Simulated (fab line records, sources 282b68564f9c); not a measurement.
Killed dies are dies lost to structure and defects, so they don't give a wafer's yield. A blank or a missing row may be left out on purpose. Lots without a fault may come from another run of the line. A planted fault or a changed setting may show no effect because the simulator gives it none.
fab line records | flow rit_cmos
record lots=15 wafers=45 last_day=8
route steps=202 shown PWELL@45 PLDD@122 NSD@137 M1@202
lots that met no fault: from a run of the same line without faults
start_h: hours from the record's first day to the start of the lot's first wafer shown | wait_h: hours since the lot's step before | " the same as in the row above | L1.1+2: a row that stands for several wafers | - no value, or no start given | * or withheld: withheld | < > ~ a bound
route shown NAME@n: a module of which the file shows steps, and the number in the route of the first | usual: mean/standard deviation of fault-free wafers | same: alike in all rows | chamber/n: place in a boat | sites: the reading at each site | _std_site: their standard deviation | _edge_site: outer sites' mean less inner sites' | radius_mm: how far each site lies from the wafer's centre | mask NAME#n: copy n | behind: the tool/chamber that last shaped the wafer | hold: why the lot was held/for how many hours/how that ended | device: the transistor (n, p or np) that didn't switch | end of line: the same wafers' tests at the end of the route | a step without rows: its recipe alone | killed: dies lost to structure and defects at the first sort, not the wafer's yield | map: a wafer's dies, x killed, . not, _ none there
set.NAME: the setting as run; set.NAME@STEP: as run at that earlier step | model.NAME: the simulator's own value behind a step, which no gauge read
steps of the route over a sample of lots; a table a step, a row a wafer
services: from which hour (start_h, from the record's first day; less than 0 if before it) a tool's chamber was out of use, for how many hours, and why
## steps
# step RIT_PWELL_OVL_MEAS_06
# usual PWELL_OVL=0.4/1.3
# columns lot.wafer tool chamber start_h wait_h PWELL_OVL[nm]
L563.3 overlay-02 - 24.82 - 0.6
L563.5 " - " " 1.8
L563.6 " - " " 2.8
L564.2 overlay-01 - 30.15 - -0.5
L564.4 " - " " -1.9
L564.6 " - " " -1.2
L565.3 overlay-02 - 32.98 - 0.7
L565.5 " - " " 0.4
L565.6 " - " " 0.5
L566.3 overlay-01 - 38.59 - 1.4
L566.4 " - " " -0.4
L566.6 " - " " 0.3
L567.1 overlay-02 - 45.31 - 1.2
L567.2 " - " " -0.3
L567.3 " - " " 0.1
L568.2 overlay-01 - 50.76 - 0.7
L568.3 " - " " 0.2
L568.6 " - " " -0.8
L569.2 overlay-01 - 56.80 - 1.2
L569.3 " - " " -0.9
L569.4 " - " " -0.2
L571.1 overlay-02 - 70.97 - 0.4
L571.4 " - " " -0.5
L571.5 " - " " 0.6
L572.3 overlay-02 - 73.74 - 0.9
L572.5 " - " " 2.4
L572.6 " - " " 3.3
L573.1 overlay-02 - 78.51 - 0.6
L573.4 " - " " 2.7
L573.6 " - " " 0.6
L579.2 overlay-02 - 105.13 - 1.6
L579.3 " - " " 2.4
L579.6 " - " " -0.2
L580.3 overlay-01 - 111.64 - -1.4
L580.5 " - " " 0.3
L580.6 " - " " -0.6
L583.1 overlay-01 - 124.57 - -1.1
L583.2 " - " " -1.5
L583.4 " - " " 1.9
L585.1 overlay-01 - 134.29 - 1.8
L585.5 " - " " 1.0
L585.6 " - " " -0.6
L586.1 overlay-02 - 137.59 - 1.0
L586.2 " - " " 0.8
L586.6 " - " " -1.9
# step RIT_PWELL_STRIP_09
# recipe chemistry=O2 time_s=180 resist=NOVOLAK platen_temp_c=withheld power_w=500 pressure_mtorr=4000 o2_flow_sccm=4000
# usual drypump_motor_current_A=5.76/0.21 rf_refl_power_W=6.3/1.7
# columns lot.wafer tool chamber start_h wait_h drypump_motor_current_A rf_hours_counter_h rf_refl_power_W
L563.3 plasma_asher-01 0 25.43 0.1 5.54 - 6.0
L563.5 " 1 " " 6.06 - 5.4
L563.6 " 0 " " 5.56 - 5.9
L564.2 plasma_asher-03 0 30.58 0.1 5.54 39 7.8
L564.4 " 1 " " 5.65 - 8.7
L564.6 " 1 " " 5.63 - 8.9
L565.3 plasma_asher-01 0 33.46 0.1 5.57 - 6.1
L565.5 " 1 " " 6.07 - 5.5
L565.6 " 0 " " 5.58 - 5.9
L566.3 plasma_asher-01 0 39.08 0.1 5.53 - 6.0
L566.4 " 1 " " 6.05 - 5.4
L566.6 " 1 " " 6.07 - 5.4
L567.1 plasma_asher-01 1 45.74 0.1 6.08 40 5.2
L567.2 " 0 " " 5.56 40 5.8
L567.3 " 0 " " 5.54 - 5.8
L568.2 plasma_asher-01 0 51.19 0.1 5.55 41 5.6
L568.3 " 0 " " 5.56 - 5.5
L568.6 " 0 " " 5.55 - 5.8
L569.2 plasma_asher-04 0 57.23 0.1 5.93 42 8.6
L569.3 " 0 " " 5.93 - 8.6
L569.4 " 1 " " 5.70 - 3.4
L571.1 plasma_asher-04 1 71.41 0.1 5.68 43 3.8
L571.4 " 0 " " 5.92 - 8.5
L571.5 " 0 " " 5.92 - 8.6
L572.3 plasma_asher-01 1 74.22 0.1 6.04 - 5.3
L572.5 " 1 " " 6.06 - 5.1
L572.6 " 0 " " 5.56 - 5.8
L573.1 plasma_asher-01 1 78.95 0.1 6.07 43 5.4
L573.4 " 0 " " 5.57 - 6.3
L573.6 " 1 " " 6.06 - 5.2
L579.2 plasma_asher-04 1 105.56 0.1 5.65 47 3.9
L579.3 " 0 " " 5.94 - 8.7
L579.6 " 1 " " 5.68 - 3.3
L580.3 plasma_asher-01 0 112.12 0.1 5.56 - 5.7
L580.5 " 1 " " 6.08 - 5.5
L580.6 " 0 " " 5.54 - 5.8
L583.1 plasma_asher-03 0 125.01 0.1 5.55 1 8.1
L583.2 " 1 " " 5.63 1 8.7
L583.4 " 1 " " 5.64 - 8.7
L585.1 plasma_asher-01 0 134.73 0.1 5.54 50 5.8
L585.5 " 1 " " 6.07 - 5.3
L585.6 " 0 " " 5.55 - 5.7
L586.1 plasma_asher-01 1 138.03 0.1 6.05 50 5.6
L586.2 " 0 " " 5.55 50 5.9
L586.6 " 0 " " 5.55 - 6.1
# step RIT_PLDD_IMPLANT_08
# recipe species=BF2 energy_kev=20 dose_cm2=9.173e+14 tilt_deg=7
# columns lot.wafer tool chamber start_h wait_h
L563.3+5+6 implanter-02 0 47.95 0.1
L564.2+4+6 implanter-04 0 52.98 0.1
L565.3+5+6 implanter-04 0 54.42 0.1
L566.3+4+6 implanter-02 0 65.59 0.1
L567.1+2+3 implanter-02 0 72.30 0.1
L569.2+3+4 implanter-04 0 79.65 0.1
L568.2+3+6 implanter-02 0 79.88 0.1
L571.1+4+5 implanter-02 0 94.87 0.1
L571.1+4+5 implanter-02 0 95.19 0.3
L572.3+5+6 implanter-04 0 97.68 0.1
L573.1+4+6 implanter-02 0 100.90 0.1
L573.1+4+6 implanter-02 0 101.22 0.3
L579.2+3+6 implanter-01 0 128.67 0.1
L580.3+5+6 implanter-02 0 133.69 0.1
L580.3+5+6 implanter-02 0 134.01 0.3
L583.1+2+4 implanter-01 0 152.80 0.1
L585.1+5+6 implanter-04 0 161.97 0.1
L586.1+2+6 implanter-01 0 174.20 0.1
# step RIT_PLDD_TW_MEAS_10
# usual PLDD_TW=2356/9.1
# columns lot.wafer tool chamber start_h wait_h PLDD_TW
L563.3 film_metro-04 - 48.24 0.1 2354
L563.5 " - " " 2368
L563.6 " - " " 2358
L564.2 film_metro-04 - 53.29 0.1 2357
L564.4 " - " " 2359
L564.6 " - " " 2353
L565.3 film_metro-04 - 54.72 0.1 2351
L565.5 " - " " 2350
L565.6 " - " " 2345
L566.3 film_metro-04 - 65.88 0.1 2363
L566.4 " - " " 2357
L566.6 " - " " 2350
L567.1 film_metro-03 - 72.62 0.1 2372
L567.2 " - " " 2374
L567.3 " - " " 2362
L569.2 film_metro-03 - 79.96 0.1 2375
L569.3 " - " " 2373
L569.4 " - " " 2373
L568.2 film_metro-02 - 80.19 0.1 2350
L568.3 " - " " 2350
L568.6 " - " " 2339
L571.1 film_metro-04 - 95.51 0.1 2760
L571.4 " - " " 2756
L571.5 " - " " 2752
L572.3 film_metro-04 - 97.97 0.1 2350
L572.5 " - " " 2351
L572.6 " - " " 2351
L573.1 film_metro-04 - 101.54 0.1 2735
L573.4 " - " " 2739
L573.6 " - " " 2745
L579.2 film_metro-02 - 128.98 0.1 2349
L579.3 " - " " 2357
L579.6 " - " " 2351
L580.3 film_metro-02 - 134.30 0.1 2737
L580.5 " - " " 2764
L580.6 " - " " 2755
L583.1 film_metro-02 - 153.12 0.1 2358
L583.2 " - " " 2366
L583.4 " - " " 2353
L585.1 film_metro-03 - 162.29 0.1 2345
L585.5 " - " " 2342
L585.6 " - " " 2367
L586.1 film_metro-02 - 174.52 0.1 2368
L586.2 " - " " 2349
L586.6 " - " " 2343
# step RIT_NSD_OVL_MEAS_06
# usual NSD_OVL=0.7/1.4
# columns lot.wafer tool chamber start_h wait_h NSD_OVL[nm]
L563.3 overlay-02 - 51.67 - -0.4
L563.5 " - " " -1.8
L563.6 " - " " -0.1
L564.2 overlay-02 - 56.72 - 0.3
L564.4 " - " " 0.6
L564.6 " - " " -1.0
L565.3 overlay-01 - 58.77 - 1.3
L565.5 " - " " 0.7
L565.6 " - " " -1.3
L566.3 overlay-02 - 70.36 - 0.9
L566.4 " - " " 1.3
L566.6 " - " " 3.2
L567.1 overlay-02 - 76.02 - 0.7
L567.2 " - " " 0.0
L567.3 " - " " 0.3
L569.2 overlay-02 - 83.48 - 0.4
L569.3 " - " " 2.1
L569.4 " - " " 0.7
L568.2 overlay-02 - 83.76 - 1.5
L568.3 " - " " 2.3
L568.6 " - " " 2.3
L571.1 overlay-02 - 99.33 - 0.5
L571.4 " - " " -1.8
L571.5 " - " " -1.6
L572.3 overlay-01 - 101.37 - 0.1
L572.5 " - " " 1.8
L572.6 " - " " 0.7
L573.1 overlay-01 - 107.71 - 3.1
L573.4 " - " " 1.8
L573.6 " - " " 1.4
L579.2 overlay-01 - 132.39 - -1.3
L579.3 " - " " -0.7
L579.6 " - " " -0.1
L580.3 overlay-01 - 139.15 - 1.3
L580.5 " - " " 0.3
L580.6 " - " " 0.0
L583.1 overlay-01 - 156.65 - 0.4
L583.2 " - " " 3.3
L583.4 " - " " 2.5
L585.1 overlay-02 - 166.95 - -0.1
L585.5 " - " " -0.3
L585.6 " - " " -2.0
L586.1 overlay-02 - 178.89 - -1.8
L586.2 " - " " -0.4
L586.6 " - " " 0.2
# step RIT_SDANNEAL_RS_MEAS_06
# recipe thk_meas_gauge=four-point-probe
# usual PLDD_RS=176.8/0.48
# columns lot.wafer tool chamber start_h wait_h PLDD_RS[ohm/sq]
L563.3 film_metro-02 - 54.63 0.1 177.0
L563.5 " - " " 177.0
L563.6 " - " " 176.6
L564.2 film_metro-02 - 59.53 0.1 177.5
L564.4 " - " " 177.5
L564.6 " - " " 177.3
L565.3 film_metro-03 - 61.61 0.1 176.8
L565.5 " - " " 177.8
L565.6 " - " " 177.7
L566.3 film_metro-02 - 73.08 0.1 176.8
L566.4 " - " " 177.2
L566.6 " - " " 176.9
L567.1 film_metro-03 - 79.05 0.1 176.9
L567.2 " - " " 176.3
L567.3 " - " " 177.7
L569.2 film_metro-04 - 86.32 0.1 176.7
L569.3 " - " " 176.6
L569.4 " - " " 176.1
L568.2 film_metro-02 - 86.56 0.1 176.8
L568.3 " - " " 176.3
L568.6 " - " " 176.7
L571.1 film_metro-03 - 102.85 0.1 151.2
L571.4 " - " " 151.5
L571.5 " - " " 151.0
L572.3 film_metro-04 - 104.23 0.1 177.3
L572.5 " - " " 177.7
L572.6 " - " " 177.1
L573.1 film_metro-03 - 117.73 0.1 151.6
L573.4 " - " " 151.7
L573.6 " - " " 151.6
L579.2 film_metro-03 - 135.19 0.1 177.1
L579.3 " - " " 177.3
L579.6 " - " " 176.7
L580.3 film_metro-02 - 142.30 0.1 151.9
L580.5 " - " " 151.3
L580.6 " - " " 150.8
L583.1 film_metro-02 - 159.32 0.1 176.9
L583.2 " - " " 176.9
L583.4 " - " " 177.1
L585.1 film_metro-03 - 169.61 0.1 176.7
L585.5 " - " " 177.1
L585.6 " - " " 177.0
L586.1 film_metro-04 - 181.67 0.1 177.2
L586.2 " - " " 177.0
L586.6 " - " " 177.1
# step RIT_M1_PROBE_99
# usual killed_at_M0_to_M3=0.0/0.12 killed_at_contacts=0.1/0.23 killed_at_front_end=6/3.1 killed_dies=6/3.1 killed_open=3.2/1.9 killed_short=3.2/2.1
# same gross_dies=264 killed_at_M4_up=0 killed_at_back_side=0 killed_at_other=0
# columns lot.wafer tool chamber start_h wait_h killed_at_M0_to_M3 killed_at_contacts killed_at_front_end killed_dies killed_open killed_short
L563.3 prober-02 - 61.71 0.2 0 0 3 3 2 1
L563.5 prober-02 - 61.81 0.2 0 0 6 6 4 2
L563.6 prober-02 - 61.86 0.2 0 0 16 16 9 7
L564.2 prober-01 - 66.70 0.1 0 0 2 2 2 0
L564.4 prober-01 - 66.80 0.2 0 0 7 7 4 3
L564.6 prober-01 - 66.90 0.2 0 0 8 8 3 5
L565.3 prober-02 - 68.79 0.2 0 0 15 15 6 9
L565.5 prober-02 - 68.89 0.2 0 0 5 5 3 2
L565.6 prober-02 - 68.94 0.2 0 0 3 3 0 3
L566.3 prober-01 - 80.30 0.2 0 0 6 6 6 0
L566.4 prober-01 - 80.35 0.2 0 0 8 8 4 4
L566.6 prober-01 - 80.45 0.2 0 0 7 7 3 4
L567.1 prober-02 - 86.17 0.1 0 0 5 5 3 2
L567.2 prober-02 - 86.22 0.1 0 0 6 6 2 4
L567.3 prober-02 - 86.27 0.2 0 0 3 3 0 3
L569.2 prober-01 - 93.86 0.1 0 0 6 6 3 3
L569.3 prober-01 - 93.91 0.2 0 0 1 1 1 0
L569.4 prober-01 - 93.96 0.2 0 0 7 7 3 4
L568.2 prober-02 - 95.36 0.1 0 0 4 4 3 1
L568.3 prober-02 - 95.41 0.2 0 0 4 4 0 4
L568.6 prober-02 - 95.56 0.2 0 0 5 5 3 2
L571.1 prober-02 - 110.63 0.1 0 0 7 7 4 3
L571.4 prober-02 - 110.78 0.2 0 1 5 6 2 4
L571.5 prober-02 - 110.83 0.2 0 1 6 7 3 4
L572.3 prober-01 - 111.66 0.2 0 0 2 2 1 1
L572.5 prober-01 - 111.76 0.2 0 0 4 4 2 2
L572.6 prober-01 - 111.81 0.2 0 0 3 3 0 3
L580.3 prober-01 - 159.14 0.4 0 0 4 4 2 2
L580.5 prober-01 - 159.24 0.5 0 0 7 7 2 5
L580.6 prober-01 - 159.29 0.5 0 0 7 7 3 4
L579.2 prober-01 - 159.39 0.6 0 0 2 2 1 1
L579.3 prober-01 - 159.44 0.6 0 0 7 7 6 1
L579.6 prober-01 - 159.59 0.7 1 0 6 7 3 4
L583.1 prober-02 - 166.78 0.1 0 0 9 9 5 4
L583.2 prober-02 - 166.83 0.1 0 0 19 19 10 9
L583.4 prober-02 - 166.93 0.2 0 0 8 8 4 4
L585.1 prober-02 - 176.66 0.1 0 0 6 6 4 2
L585.5 prober-02 - 176.86 0.2 0 0 4 4 2 2
L585.6 prober-02 - 176.91 0.2 0 0 4 4 1 3
L586.1 prober-02 - 188.79 0.1 0 0 4 4 2 2
L586.2 prober-02 - 188.84 0.1 0 0 5 5 2 3
L586.6 prober-02 - 189.04 0.2 0 0 5 5 4 1
# killed by level:class
L563.3 GATE:geometric_particle:open=1 GATE:geometric_particle:short=1 SILICIDE:geometric_particle:open=1
L563.5 SPACER:geometric_particle:open=3 FOX1:geometric_particle:short=1 GATE:geometric_particle:short=1 SILICIDE:geometric_particle:open=1
L563.6 GATE:geometric_particle:open=4 GATE:geometric_particle:short=3 REOX:geometric_particle:short=2 REOX:geometric_particle:open=2 SPACER:geometric_particle:open=2 SILICIDE:geometric_particle:short=2 SILICIDE:geometric_particle:open=1
L564.2 GATE:geometric_particle:open=2
L564.4 SPACER:geometric_particle:open=2 FOX2:geometric_particle:open=1 GATE:geometric_particle:short=1 REOX:geometric_particle:open=1 SPACER:geometric_particle:short=1 SILICIDE:geometric_particle:short=1
L564.6 FOX2:geometric_particle:short=3 GATE:geometric_particle:open=2 GATE:geometric_particle:short=2 FOX2:geometric_particle:open=1
L565.3 REOX:geometric_particle:short=4 GATE:geometric_particle:short=3 REOX:geometric_particle:open=2 SPACER:geometric_particle:open=2 SPACER:geometric_particle:short=2 FOX1:geometric_particle:open=1 GATE:geometric_particle:open=1
L565.5 FOX1:geometric_particle:open=1 FOX2:geometric_particle:short=1 GATE:geometric_particle:short=1 REOX:geometric_particle:open=1 SPACER:geometric_particle:open=1
L565.6 FOX1:geometric_particle:short=1 GATE:geometric_particle:short=1 SILICIDE:geometric_particle:short=1
L566.3 GATE:geometric_particle:open=4 FOX2:geometric_particle:open=1 SPACER:geometric_particle:open=1
L566.4 GATE:geometric_particle:short=2 ACTIVE:geometric_particle:open=1 FOX2:geometric_particle:short=1 FOX2:geometric_particle:open=1 GATE:geometric_particle:open=1 REOX:geometric_particle:open=1 SPACER:geometric_particle:short=1
L566.6 GATE:geometric_particle:short=2 GATE:geometric_particle:open=2 FOX2:geometric_particle:short=1 SPACER:geometric_particle:short=1 SPACER:geometric_particle:open=1
L567.1 GATE:geometric_particle:short=2 GATE:geometric_particle:open=2 REOX:geometric_particle:open=1
L567.2 REOX:geometric_particle:open=2 GATE:geometric_particle:short=1 REOX:geometric_particle:short=1 SPACER:geometric_particle:short=1 SILICIDE:geometric_particle:short=1
L567.3 FOX1:geometric_particle:short=1 GATE:geometric_particle:short=1 SILICIDE:geometric_particle:short=1
L569.2 FOX1:geometric_particle:short=2 FOX1:geometric_particle:open=1 GATE:geometric_particle:short=1 GATE:geometric_particle:open=1 SILICIDE:geometric_particle:open=1
L569.3 SPACER:geometric_particle:open=1
L569.4 FOX1:geometric_particle:short=2 REOX:geometric_particle:open=2 SPACER:geometric_particle:short=2 FOX1:geometric_particle:open=1
L568.2 FOX1:geometric_particle:open=1 GATE:geometric_particle:short=1 GATE:geometric_particle:open=1 REOX:geometric_particle:open=1
L568.3 GATE:geometric_particle:short=3 SILICIDE:geometric_particle:short=1
L568.6 GATE:geometric_particle:open=2 FOX1:geometric_particle:open=1 FOX1:geometric_particle:short=1 SILICIDE:geometric_particle:short=1
L571.1 REOX:geometric_particle:open=3 GATE:geometric_particle:short=2 GATE:geometric_particle:open=1 SPACER:geometric_particle:short=1
L571.4 GATE:geometric_particle:open=2 GATE:geometric_particle:short=2 FOX2:geometric_particle:short=1 CONTACT:geometric_particle:short=1
L571.5 SPACER:geometric_particle:open=2 FOX1:geometric_particle:short=1 FOX2:geometric_particle:open=1 FOX2:geometric_particle:short=1 GATE:geometric_particle:short=1 CONTACT:geometric_particle:short=1
L572.3 GATE:geometric_particle:open=1 SILICIDE:geometric_particle:short=1
L572.5 FOX1:geometric_particle:open=1 FOX2:geometric_particle:open=1 SPACER:geometric_particle:short=1 SILICIDE:geometric_particle:short=1
L572.6 GATE:geometric_particle:short=1 SPACER:geometric_particle:short=1 SILICIDE:geometric_particle:short=1
L580.3 GATE:geometric_particle:short=2 FOX1:geometric_particle:open=1 GATE:geometric_particle:open=1
L580.5 FOX1:geometric_particle:short=2 GATE:geometric_particle:short=1 GATE:geometric_particle:open=1 REOX:geometric_particle:short=1 SPACER:geometric_particle:open=1 SPACER:geometric_particle:short=1
L580.6 SILICIDE:geometric_particle:short=3 FOX1:geometric_particle:open=1 FOX2:geometric_particle:short=1 GATE:geometric_particle:open=1 SILICIDE:geometric_particle:open=1
L579.2 REOX:geometric_particle:open=1 SPACER:geometric_particle:short=1
L579.3 GATE:geometric_particle:open=3 FOX1:geometric_particle:open=1 GATE:geometric_particle:short=1 REOX:geometric_particle:open=1 SPACER:geometric_particle:open=1
L579.6 GATE:geometric_particle:short=3 GATE:geometric_particle:open=2 REOX:geometric_particle:open=1 M1:geometric_particle:short=1
L583.1 GATE:geometric_particle:short=2 SILICIDE:geometric_particle:open=2 FOX1:geometric_particle:short=1 FOX1:geometric_particle:open=1 GATE:geometric_particle:open=1 SPACER:geometric_particle:open=1 SILICIDE:geometric_particle:short=1
L583.2 GATE:geometric_particle:short=6 REOX:geometric_particle:open=4 GATE:geometric_particle:open=3 FOX1:geometric_particle:short=2 FOX1:geometric_particle:open=2 FOX2:geometric_particle:open=1 SPACER:geometric_particle:short=1
L583.4 GATE:geometric_particle:open=3 GATE:geometric_particle:short=2 REOX:geometric_particle:short=1 SPACER:geometric_particle:short=1 SPACER:geometric_particle:open=1
L585.1 SILICIDE:geometric_particle:open=2 GATE:geometric_particle:short=1 GATE:geometric_particle:open=1 REOX:geometric_particle:open=1 REOX:geometric_particle:short=1
L585.5 ACTIVE:geometric_particle:open=1 GATE:geometric_particle:short=1 SILICIDE:geometric_particle:short=1 SILICIDE:geometric_particle:open=1
L585.6 SILICIDE:geometric_particle:short=3 GATE:geometric_particle:open=1
L586.1 FOX2:geometric_particle:open=1 GATE:geometric_particle:short=1 SPACER:geometric_particle:short=1 SPACER:geometric_particle:open=1
L586.2 GATE:geometric_particle:short=3 FOX2:geometric_particle:open=1 GATE:geometric_particle:open=1
L586.6 GATE:geometric_particle:open=3 GATE:geometric_particle:short=1 SPACER:geometric_particle:open=1
## services
# columns tool chamber start_h hours kind
plasma_asher-03 - 44.25 10.6 repair
implanter-01 - 50.30 0.6 repair
implanter-02 - 59.27 5.7 repair
implanter-01 - 94.74 4.1 pm
plasma_asher-03 0 117.75 - clean
plasma_asher-03 1 117.75 - clean
plasma_asher-04 - 125.17 1.5 repair
implanter-04 - 139.13 3.6 pm
plasma_asher-01 - 160.25 2.8 pm
## key
first_sign step=RIT_PLDD_IMPLANT_08 reading=visit direction=added
effect step=RIT_PLDD_TW_MEAS_10 reading=PLDD_TW direction=up sigmas=43 usual=2356 struck=2749
effect step=RIT_SDANNEAL_RS_MEAS_06 reading=PLDD_RS direction=down sigmas=53 usual=176.8 struck=151.4
met_at RIT_PLDD_IMPLANT_08
struck_lots L571,L573,L580
rows_end L573.1,L573.4,L573.6
tester_left_out L571,L580
not_acting_at RIT_PWELL_OVL_MEAS_06,RIT_PWELL_STRIP_09,RIT_NSD_OVL_MEAS_06
fault kind=repeated_step_whole tool=implanter-01,implanter-02,implanter-04 chamber=- onset_h=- steps=RIT_PLDD_IMPLANT_08 times=1 scope=struck_lots_only
# tester_left_out: of these lots the tester's yield and bins aren't shown, on N5 and GAA mostly nor the transistor test; their killed dies are dies lost to structure and defects alone, not to doping, threshold or leakage, so they don't give the yield
# rows_end: these wafers met a further fault down the route, and their rows from its step on are left out
